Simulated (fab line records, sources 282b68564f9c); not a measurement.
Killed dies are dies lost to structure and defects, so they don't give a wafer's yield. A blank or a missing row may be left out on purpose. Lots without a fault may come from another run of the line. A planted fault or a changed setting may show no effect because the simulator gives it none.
A struck lot beside a sound one | flow rit_cmos | 43 steps out of a route of 202
Sound: wafers L191.1, L191.2, L191.6. Struck: wafers L205.1, L205.3, L205.6. The cause comes at the end.
At each step with rows: each side's tool, then ch and its chambers, then its first start. Under that, the readings that differ: sound wafers | struck wafers | difference of the means | sigmas: that difference in standard deviations of wafers without a fault.
alike: readings whose means differ by less than 2 such deviations, and words and numbers that are the same on both sides. not compared: withheld readings, readings that some wafer has no value for, bounds like >300 that may hide the same value, and numbers for which the record gives no deviation and whose values overlap.
The two part at a step that has a row with sigmas, a row that says differs or no value, or rows on one side only. Numbers that don't overlap but have no deviation are shown without sigmas and don't part them. A reading that every wafer of one side lacks parts them only if that side has two wafers or more.

RIT_PWELL_TW_MEAS_10:
  sound on film_metro-03, day 3 10:46; struck on film_metro-04, day 6 09:47
  reading  | sound       | struck      | difference | sigmas
  PWELL_TW | 945 942 944 | 959 955 959 | +14        | +2
then, 1 step without rows for these wafers: RIT_WELLDRIVE_ANNEAL_00 (time 14700 s).
RIT_WELLDRIVE_RS_MEAS_01: measures by four-point-probe.
  sound on film_metro-03, day 3 16:09; struck on film_metro-04, day 6 14:56
  alike: NWELL_RS
RIT_WELLDRIVE_RS_MEAS_02: measures by four-point-probe.
  sound on film_metro-03, day 3 16:16; struck on film_metro-04, day 6 15:04
  alike: PWELL_RS
then, 6 steps without rows for these wafers: RIT_NRETRO_HMDS_00 (prime time 60 s); RIT_NRETRO_COAT_01 (resist thk 1300 nm); RIT_NRETRO_SOFTBAKE_02 (time 60 s); RIT_NRETRO_EXPOSE_03 (exposes mask M4, target cd 43900 nm); RIT_NRETRO_PEB_04; RIT_NRETRO_DEVELOP_05 (develop time 68 s).
RIT_NRETRO_OVL_MEAS_06:
  sound on overlay-01, day 3 17:24; struck on overlay-02, day 6 16:11
  reading         | sound          | struck      | difference | sigmas
  NRETRO_OVL (nm) | -1.9 -0.7 -1.4 | 1.8 1.8 3.1 | +3.6       | +3
then, 1 step without rows for these wafers: RIT_NRETRO_HARDBAKE_07 (time 120 s).
RIT_NRETRO_IMPLANT_08:
  sound on implanter-03 ch 0, day 3 17:41; struck on implanter-01 ch 0, day 6 16:28
RIT_NRETRO_STRIP_09: strips in O2, time 180 s.
  sound on plasma_asher-01 ch 0,1, day 3 17:50; struck on plasma_asher-03 ch 0, day 6 16:37
  alike: drypump_motor_current_A
  not compared: rf_hours_counter_h
RIT_NRETRO_TW_MEAS_10:
  sound on film_metro-02, day 3 18:01; struck on film_metro-01, day 6 16:47
  alike: NRETRO_TW
then, 6 steps without rows for these wafers: RIT_PRETRO_HMDS_00 (prime time 60 s); RIT_PRETRO_COAT_01 (resist thk 1300 nm); RIT_PRETRO_SOFTBAKE_02 (time 60 s); RIT_PRETRO_EXPOSE_03 (exposes mask M5, target cd 43700 nm); RIT_PRETRO_PEB_04; RIT_PRETRO_DEVELOP_05 (develop time 68 s).
RIT_PRETRO_OVL_MEAS_06:
  sound on overlay-01, day 3 19:05; struck on overlay-02, day 6 17:52
  alike: PRETRO_OVL
then, 2 steps without rows for these wafers: RIT_PRETRO_HARDBAKE_07 (time 120 s); RIT_PRETRO_IMPLANT_08.
RIT_PRETRO_STRIP_09: strips in O2, time 180 s.
  sound on plasma_asher-01 ch 0,1, day 3 19:31; struck on plasma_asher-03 ch 0,1, day 6 18:18
  alike: drypump_motor_current_A
  not compared: rf_hours_counter_h
RIT_PRETRO_TW_MEAS_10:
  sound on film_metro-03, day 3 19:41; struck on film_metro-03, day 6 18:28
  alike: PRETRO_TW
then, 5 steps without rows for these wafers: RIT_GATE_WET_ETCH_00 (etches SiO2 in BOE, target depth 56 nm, time 60 s); RIT_GATE_CLEAN_01 (cleans in SC1, time 600 s); RIT_GATE_CLEAN_02 (cleans in dHF, time 30 s); RIT_GATE_CLEAN_03 (cleans in SC2, time 600 s); RIT_GATE_CLEAN_04 (cleans in dHF, time 60 s).
RIT_FOX2_THK_MEAS_91:
  sound on film_metro-03, day 3 20:10; struck on film_metro-03, day 6 18:59
  alike: FIELD_OXIDE_LEFT_2_THK
then, 2 steps without rows for these wafers: RIT_GATE_OXIDATION_05 (target thk 3 nm, ox time 270 s); RIT_GATE_ANNEAL_06 (time 600 s).
RIT_GATE_THK_MEAS_07:
  sound on film_metro-02, day 3 21:43; struck on film_metro-01, day 6 20:22
  reading             | sound          | struck         | difference | sigmas
  GATE_OXIDE_THK (nm) | 3.11 3.17 3.10 | 2.93 3.01 2.96 | -0.16      | -3
then, 1 step without rows for these wafers: RIT_GATE_CVD_08 (deposits poly-Si from SiH4, target thk 250 nm, time 2220 s).
RIT_GATE_THK_MEAS_09:
  sound on film_metro-02, day 3 23:23; struck on film_metro-03, day 6 22:02
  alike: GATE_POLY_THK
then, 5 steps without rows for these wafers: RIT_GATE_HMDS_10 (prime time 60 s); RIT_GATE_COAT_11 (resist thk 850 nm); RIT_GATE_SOFTBAKE_12 (time 60 s); RIT_GATE_EXPOSE_13 (exposes mask M6, target cd 150 nm); RIT_GATE_PEB_14.
RIT_M1_PROBE_99:
  sound on prober-01, day 4 23:56; struck on prober-01, day 7 19:41
  reading                                 | sound                      | struck                | difference | sigmas
  model.etest.pmos_0p15.drive_ua_um_range | 2.966 4.507 3.046          | 20.32 16.4 15.9       | +14.03     |
  model.etest.pmos_0p15.vt_v_range        | 0.007683 0.004133 0.005467 | 0.0387 0.0401 0.04541 | +0.0356    |
  alike: killed_at_front_end, killed_dies, killed_open, killed_short
  not compared: model.etest.diode_pplus_nwell.cj_ff_um2_range

WHERE THEY PART
First at RIT_PWELL_TW_MEAS_10; last, within this record, at RIT_GATE_THK_MEAS_07. Later steps at which nothing parts them and some readings are alike: RIT_GATE_THK_MEAS_09, RIT_M1_PROBE_99.

WHY: what the simulator had put in
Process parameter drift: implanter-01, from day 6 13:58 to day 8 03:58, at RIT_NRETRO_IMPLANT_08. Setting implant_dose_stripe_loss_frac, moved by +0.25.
